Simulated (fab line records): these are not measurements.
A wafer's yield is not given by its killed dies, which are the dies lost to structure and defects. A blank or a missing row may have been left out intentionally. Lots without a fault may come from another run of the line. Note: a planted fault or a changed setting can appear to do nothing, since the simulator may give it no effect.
2 desks looking at one fault / flow berkeleyCmos170 / each desk has only its own numbers; what lay behind them comes last

THE METROLOGY DESK
What the gauges read for every lot (on any tool): the sampled wafers with a number, averaged. If a lot's mean is further than 4 standard deviations from the usual mean, the lot is out of limits and carries the mark OUT (the distance appears in the brackets).
Columns: A = V2_BOW at UCB170_V2_BOW_MEAS_03, usual 38 um; B = M3_OVL at UCB170_M3_OVL_MEAS_16, usual 0 nm
lot=L224; first seen here=day 8 06:41; A=43; B=-1
lot=L226; first seen here=day 9 00:55; A=32; B=5
lot=L227; first seen here=day 9 01:16; A=38; B=1
lot=L228; first seen here=day 9 01:56; A=48; B=6
lot=L225; first seen here=day 9 02:53; A=40; B=-1
lot=L229; first seen here=day 9 17:47; A=41; B=-2
lot=L230; first seen here=day 10 02:20; A=48; B=-9
lot=L231; first seen here=day 10 07:01; A=37; B=3
lot=L233; first seen here=day 10 17:58; A=42; B=-12
lot=L235; first seen here=day 10 20:18; A=36; B=1
lot=L238; first seen here=day 11 11:11; A=39; B=6
lot=L242; first seen here=day 12 17:39; A=31; B=0
lot=L244; first seen here=day 12 18:28; A=40; B=-6
lot=L245; first seen here=day 13 08:16; A=41; B=0
This desk's verdict: no lot among the 14 shows anything out of limits.

THE TOOL OWNER'S DESK: rieMetal-04
The tool's own readings at UCB170_M3_METAL_ETCH_18 (etches Al in Cl2/BCl3, stops on SiO2, target depth 1170 nm, time 195 s): means of the sampled wafers that have a number, for each lot that ran on this tool. If a lot's mean is further than 4 standard deviations from the usual mean, the lot is out of limits and carries the mark OUT (the distance appears in the brackets).
Columns: A = chamberPressureMTorr at UCB170_M3_METAL_ETCH_18, usual 12.000 mTorr; B = drypumpMotorCurrentA at UCB170_M3_METAL_ETCH_18, usual 5.8 A; C = heBacksideLeakSccm at UCB170_M3_METAL_ETCH_18, usual 3.32 sccm; D = oesProductAu at UCB170_M3_METAL_ETCH_18, usual 0.861 a.u.; E = runLengthS at UCB170_M3_METAL_ETCH_18, usual 223.2 s; F = throttleValvePct at UCB170_M3_METAL_ETCH_18, usual 24.51 %
lot=L226; first seen here=day 9 05:29; A=12.005; B=6.0; C=3.32; D=0.858; E=223.1; F=24.43
lot=L230; first seen here=day 10 09:43; A=12.008; B=6.0; C=3.37; D=0.864; E=223.4; F=24.50
lot=L231; first seen here=day 10 12:39; A=12.003; B=6.0; C=3.11; D=0.873; E=223.6; F=24.49
lot=L233; first seen here=day 10 22:19; A=12.000; B=6.0; C=3.50; D=0.958 (+8.1) OUT; E=198.3 (-31) OUT; F=24.38
lot=L238; first seen here=day 11 15:50; A=11.997; B=6.0; C=3.39; D=0.950 (+7.4) OUT; E=198.3 (-31) OUT; F=24.38
Finding of this desk: L233, L238 out of limits; the first was L233 at day 10 22:19, on oesProductAu at UCB170_M3_METAL_ETCH_18. L226, L230, L231 stayed within limits.

TAKEN TOGETHER
On L233, L238, at day 10 22:19, an alarm was possible from the tool owner's desk.
Metrology desk: nothing out of limits seen.
The metrology desk holds a record of L233, L238, inside its limits.
The lots listed all ran UCB170_M3_METAL_ETCH_18 on rieMetal-04.

WHAT WAS PUT IN BY THE SIMULATOR
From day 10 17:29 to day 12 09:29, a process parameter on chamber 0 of rieMetal-04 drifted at UCB170_M3_METAL_ETCH_18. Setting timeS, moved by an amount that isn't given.
Lots struck among those shown: L233, L238.
How many hours passed from the start of the fault until each desk's first out-of-limits reading: the tool owner's desk, 5.
